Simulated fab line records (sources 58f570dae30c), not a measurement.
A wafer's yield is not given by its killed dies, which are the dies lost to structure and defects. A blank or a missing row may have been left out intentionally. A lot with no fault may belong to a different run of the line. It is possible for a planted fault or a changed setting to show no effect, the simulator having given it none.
A lot that was struck, set against a sound lot + flow berkeleyCmos170 + 17 steps out of a route of 331
Sound: the wafers L500.2, L500.3, L500.6. Wafers struck: L507.1, L507.4, L507.5. At the end, the cause is stated.
Order at every step that has rows: each side's tool, ch and its chambers, its first start. Under that, the readings that differ: sound wafers + struck wafers + difference of the means + sigmas: that difference in standard deviations of wafers without a fault.
alike: a reading whose means differ by less than 2 such deviations, as well as words and numbers matching on both sides. not compared: withheld readings; readings where some wafer has no value; bounds like >300 that might hide an equal value; numbers whose values overlap and for which the record gives no deviation.
Wherever a step has rows on one side only, a row that says differs or no value, or a row with sigmas, the two part there. Numbers that don't overlap but have no deviation are shown without sigmas and don't part them. A reading missing from all wafers of one side parts the sides only when that side holds two or more wafers.

first, 1 step without rows for these wafers: UCB170_NWELL_OXIDATION_01 (target thk 26.4 nm, ox time 1260 s).
UCB170_NWELL_THK_MEAS_02:
  struck on filmMetro-03, day 4 03:14; sound on filmMetro-04, day 2 11:21
  alike: NWELL_OXIDE_THK
then, 2 steps without rows for these wafers: UCB170_NWELL_ANNEAL_03 (time 900 s); UCB170_NWELL_CVD_04 (deposits Si3N4 from SiH2Cl2/NH3, target thk 224 nm, time 3360 s).
UCB170_NWELL_THK_MEAS_05:
  struck on filmMetro-03, day 4 11:20; sound on filmMetro-03, day 2 20:38
  alike: NWELL_NITRIDE_THK
then, 6 steps without rows for these wafers: UCB170_NWELL_HMDS_06 (prime time 60 s); UCB170_NWELL_COAT_07 (resist thk 900 nm); UCB170_NWELL_SOFTBAKE_08 (time 60 s); UCB170_NWELL_EXPOSE_09 (exposes mask NWELL, target cd 3000 nm); UCB170_NWELL_PEB_10; UCB170_NWELL_DEVELOP_11 (develop time 45 s).
UCB170_NWELL_OVL_MEAS_12:
  struck on overlay-02, day 4 12:34; sound on overlay-01, day 2 23:37
  alike: NWELL_OVL
UCB170_NWELL_ETCH_13: etches Si3N4 in CH3F/Ar/O2, stops on SiO2, target depth 246.4 nm, time 154 s.
  sound on rieDiel-02 ch 0,2, day 2 23:38; struck on rieDiel-02 ch 0,3, day 4 12:36
| reading                               | sound             | struck            | difference | sigmas |
|---------------------------------------|-------------------|-------------------|------------|--------|
| rfFwdPowerW (W)                       | 447.1 449.3 448.3 | 377.2 375.4 374.3 | -72.6      | -56    |
| model.KrF_of_NWELL_COAT_07.thkNm (nm) | 721.7 720.3 720.2 | 740.9 732.7 740.5 | +17.3      |        |
  alike: drypumpMotorCurrentA, oesProductAu, throttleValvePct
  not compared: rfHoursCounterH
following that, these wafers have no rows for 1 step: UCB170_NWELL_IMPLANT_14.
UCB170_NWELL_STRIP_15: strips in O2.
  sound on plasmaAsher-04 ch 0, day 2 23:54; struck on plasmaAsher-04 ch 0,1, day 4 12:51
| reading                  | sound             | struck            | difference | sigmas |
|--------------------------|-------------------|-------------------|------------|--------|
| stripTimeToEndpointS (s) | 18.03 17.97 17.98 | 18.49 18.28 18.46 | +0.42      | +4     |
  alike: drypumpMotorCurrentA, oesProductAu
  not compared: rfHoursCounterH
UCB170_NWELL_TW_MEAS_16:
  struck on filmMetro-01, day 4 12:57; sound on filmMetro-04, day 3 00:01
  alike: NWELL_TW
following that, these wafers have no rows for 1 step: UCB170_M3_PROBE_99.

== WHERE THEY PART ==
Earliest at UCB170_NWELL_ETCH_13; latest, in this record, at UCB170_NWELL_STRIP_15. Later steps at which nothing parts them and some readings are alike: UCB170_NWELL_TW_MEAS_16.

WHY: whatever the simulator had introduced
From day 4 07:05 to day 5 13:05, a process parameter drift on rieDiel-02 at UCB170_NWELL_ETCH_13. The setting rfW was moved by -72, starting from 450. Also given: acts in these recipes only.
